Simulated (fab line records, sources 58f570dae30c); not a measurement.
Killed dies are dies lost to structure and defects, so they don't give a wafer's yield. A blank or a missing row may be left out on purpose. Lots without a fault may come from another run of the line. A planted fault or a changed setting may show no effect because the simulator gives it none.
Problem report in the 8D (eight disciplines) form, filled by code | flow berkeley_cmos170 | the parts of the form that need people (team, actions taken, sign-off) are left out

1. THE PROBLEM
V2_TEOS_THK at UCB170_V2_THK_MEAS_01 reads a mean of 2922 nm on 2 wafers of 2 lots; wafers without a fault read 1997 nm with a standard deviation of 24. That is +39 standard deviations from the usual mean.
First seen on wafer L126.4, day 9 18:07, on film_metro-04. The record holds 42 wafers of 14 lots with a number at this step. Rule for "out", or "out of limits": more than 4 standard deviations from the usual mean. The other wafers with a number count as sound.

2. WHAT IT IS AND WHAT IT IS NOT
question                    | is               | is not
which readings at this step | V2_TEOS_THK      | -
which lots                  | L126, L133       | L120, L121, L123, L124, L125, L127, L134, L135, L139, L140, L141, L143
which wafers of those lots  | L126.4, L133.4   | L126.5, L126.6, L133.1, L133.6
read on which gauges        | film_metro-04    | film_metro-01, film_metro-03
when                        | from day 9 18:07 | up to then (20 sound wafers); but 20 sound wafers of L133, L134, L135, L139, L140, L141, L143 came after

3. SUSPECTS, AND WHAT RULES EACH OUT
Counting: a tool at a process step up to the reading stays a suspect if it ran every lot that is out. Sound lots after the first of them don't rule it out here, since some wafers of a struck lot are sound.
- the gauge at UCB170_V2_THK_MEAS_01: kept. All the wafers that are out were read on film_metro-04, and no step on other tools shows them out.
- pecvd-02 at UCB170_V2_CVD_00 (deposits SiO2 from TEOS/O2, target thk 2000 nm, time 250 s): kept. It ran every lot that is out, first L126 (day 9 18:00); its last sound lot up to then is L125 (day 9 08:17).
- Within pecvd-02 at UCB170_V2_CVD_00: the wafers that are out ran in chamber 2; their sound lot-mates ran in chambers 0, 1.
Left after counting: pecvd-02 at UCB170_V2_CVD_00, film_metro-04 at UCB170_V2_THK_MEAS_01.

4. THE CAUSE (what the simulator had put in)
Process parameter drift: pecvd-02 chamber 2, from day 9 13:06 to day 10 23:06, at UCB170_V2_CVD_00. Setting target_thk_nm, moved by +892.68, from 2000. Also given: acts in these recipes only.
Counting left 2 suspects, and this tool is among them.

5. THE CHAIN OF EFFECTS, in route order
Each row: a reading whose mean over the struck wafers that have a number lies more than 3 standard deviations from the usual. Only readings for which the record gives a usual standard deviation are gone through. hours: the time from each lot's start at the first step in this table that gives one to its start at this step, as a median over the lots. sigmas: the change in usual standard deviations.
hours | step                  | reading     | usual   | on struck wafers | change | sigmas
0     | UCB170_V2_THK_MEAS_01 | V2_TEOS_THK | 1997 nm | 2922             | +926   | +39
Later measuring or inspecting steps at which every struck wafer that the step has a row for has a number for every such reading, and none has moved that far: UCB170_V2_THK_MEAS_04, UCB170_M3_RS_MEAS_02.

6. WHAT WOULD HAVE CAUGHT IT SOONER
In this record the first reading out of limits at a measuring or inspecting step was taken at day 9 18:07, 5 hours after the fault began at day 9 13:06.
Of the tool readings at UCB170_V2_CVD_00 for which the record gives a usual standard deviation, none was out on any struck wafer, so an alarm limit of 4 standard deviations on them would not have fired.
Of the lots that are out (2), L133 began UCB170_V2_CVD_00 on pecvd-02 after day 9 18:07. A hold on the tool at that time would have spared it.
